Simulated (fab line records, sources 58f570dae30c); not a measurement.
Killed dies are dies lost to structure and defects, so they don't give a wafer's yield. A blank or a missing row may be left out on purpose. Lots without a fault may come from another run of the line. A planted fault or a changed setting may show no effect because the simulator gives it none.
One fault seen from 2 desks | flow berkeley_cmos170 | each desk has only its own numbers; what lay behind them comes last

THE METROLOGY DESK
What the gauges read, lot by lot, whatever tool the lot ran on: means of the sampled wafers that have a number. A lot is out of limits, marked OUT, if its mean lies more than 4 standard deviations from the usual mean; the brackets give that distance.
Columns: A = NWELL_OXIDE_THK at UCB170_NWELL_THK_MEAS_02, usual 26.3 nm; B = NWELL_NITRIDE_THK at UCB170_NWELL_THK_MEAS_05, usual 224.3 nm; C = NWELL_OVL at UCB170_NWELL_OVL_MEAS_12, usual 2 nm
lot  | first seen here | A    | B     | C
L407 | day 3 01:12     | 25.8 | 224.1 | 5
L409 | day 3 07:32     | 26.5 | 225.4 | 8
L415 | day 4 14:32     | 26.0 | 223.3 | -4
L416 | day 4 20:08     | 26.3 | 225.0 | -6
L417 | day 5 04:59     | 26.4 | 222.7 | -0
L424 | day 6 20:49     | 26.7 | 224.4 | 3
This desk's finding: nothing out of limits on any of the 6 lots.

THE TOOL OWNER'S DESK: implanter-02
The tool's own readings at UCB170_NWELL_IMPLANT_14: means of the sampled wafers that have a number, for each lot that ran on this tool. A lot is out of limits, marked OUT, if its mean lies more than 4 standard deviations from the usual mean; the brackets give that distance.
Columns: A = dose_ions_cm2 at UCB170_NWELL_IMPLANT_14, usual 1.0003e+13
lot  | first seen here | A
L409 | day 3 15:35     | 1.0000e+13
L415 | day 4 23:19     | 9.7980e+12 (-21) OUT
L416 | day 5 07:39     | 9.8140e+12 (-20) OUT
This desk's finding: out of limits on L415, L416; first on L415, day 4 23:19 (dose_ions_cm2 at UCB170_NWELL_IMPLANT_14). In limits: L409.

PUT TOGETHER
The tool owner's desk could have raised an alarm at day 4 23:19, on L415, L416.
The metrology desk saw nothing out of limits.
The metrology desk has L415, L416 on record, within its limits.
Of the lots named, all ran UCB170_NWELL_IMPLANT_14 on implanter-02.

WHAT THE SIMULATOR HAD PUT IN
Process parameter drift: implanter-02, from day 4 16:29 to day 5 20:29, at UCB170_NWELL_IMPLANT_14. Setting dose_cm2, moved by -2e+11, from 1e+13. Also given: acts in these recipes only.
Lots struck among those shown: L415, L416.
Hours from the fault's start to each desk's first reading out of limits: the tool owner's desk, 7.
